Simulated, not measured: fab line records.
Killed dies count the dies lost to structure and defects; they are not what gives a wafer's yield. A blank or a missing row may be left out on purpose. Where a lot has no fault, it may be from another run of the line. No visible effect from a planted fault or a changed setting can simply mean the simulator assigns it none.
2 desks looking at one fault | flow berkeley cmos170 | each desk has only its own numbers; what lay behind them comes last

## METROLOGY DESK
What the gauges read for every lot (on any tool): the sampled wafers with a number, averaged. A lot is out of limits, marked OUT, if its mean lies more than 4 standard deviations from the usual mean; the brackets give that distance.
Columns: A = PWELL_OVL at UCB170_PWELL_OVL_MEAS_13, usual -2 nm; B = PFIELD_TW at UCB170_PFIELD_TW_MEAS_09, usual 602; C = FIELD_OXIDE_THK at UCB170_FIELD_THK_MEAS_02, usual 566 nm; D = SCREENOX_OXIDE_THK at UCB170_SCREENOX_THK_MEAS_02, usual 14.46 nm
lot  | first seen here | A  | B              | C   | D
L517 | day 3 11:37     | -7 | 599            | 556 | 14.78
L516 | day 3 11:46     | 5  | 601            | 576 | 14.17
L519 | day 3 21:26     | 3  | 599            | 569 | 14.46
L518 | day 3 21:43     | -6 | 601            | 554 | 14.77
L520 | day 4 06:47     | -5 | 600            | 571 | 14.40
L521 | day 4 23:03     | -1 | 603            | 580 | 14.43
L522 | day 4 23:30     | 4  | 602            | 594 | 14.76
L527 | day 5 15:27     | 1  | 605            | 548 | 14.27
L530 | day 5 23:16     | 3  | 633 (+9.0) OUT | 573 | 14.58
L528 | day 5 23:32     | 3  | 634 (+9.0) OUT | 576 | 14.73
L533 | day 7 01:26     | 2  | 600            | 546 | 14.58
L536 | day 7 07:22     | -3 | 604            | 558 | 14.00
L537 | day 7 19:43     | 0  | 604            | 569 | 14.52
L538 | day 8 08:05     | -3 | 597            | 558 | 14.42
This desk reports L528, L530 out of limits; the earliest was L530 at day 7 11:59 (PFIELD_TW at UCB170_PFIELD_TW_MEAS_09). L517, L516, L519, L518, L520, L521, L522, L527, L533, L536, L537, L538 stayed within limits.

## DESK OF THE TOOL OWNER: implanter-01
UCB170_PFIELD_IMPLANT_07, tool's own readings: per-lot mean of the sampled wafers with a number, covering each lot this tool ran. A lot is out of limits, marked OUT, if its mean lies more than 4 standard deviations from the usual mean; the brackets give that distance.
Columns: A = dose ions cm2 at UCB170_PFIELD_IMPLANT_07, usual 2e+13; B = faraday current uA at UCB170_PFIELD_IMPLANT_07, usual 63.6
lot  | first seen here | A                       | B
L516 | day 5 05:26     | 2e+13                   | 62.3
L517 | day 5 06:19     | 2e+13                   | 62.6
L519 | day 5 10:31     | 2e+13                   | 64.3
L521 | day 6 12:04     | 2e+13                   | 64.6
L530 | day 7 11:44     | 2e+13 (+99 or more) OUT | 74.1 (+8.8) OUT
L528 | day 7 16:23     | 2e+13 (+99 or more) OUT | 73.5 (+8.3) OUT
This desk finds L528, L530 out of limits, L530 being first, at day 7 11:44 (dose ions cm2 at UCB170_PFIELD_IMPLANT_07). L516, L517, L519, L521 stayed within limits.

## TAKEN TOGETHER
An alarm could have come from the tool owner's desk at day 7 11:44, on L528, L530.
On L528, L530, the metrology desk was in a position to raise an alarm at day 7 11:59.
UCB170_PFIELD_IMPLANT_07 was run on implanter-01 by each of the lots named.

## WHAT WAS PUT IN BY THE SIMULATOR
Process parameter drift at UCB170_PFIELD_IMPLANT_07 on implanter-01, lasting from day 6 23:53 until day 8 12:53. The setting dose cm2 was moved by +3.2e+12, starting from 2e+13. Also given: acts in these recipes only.
Lots struck among those shown: L528, L530.
Delay (hours) between the fault's onset and each desk's first out-of-limits reading: 12 at the tool owner's desk, 12 at the metrology desk.
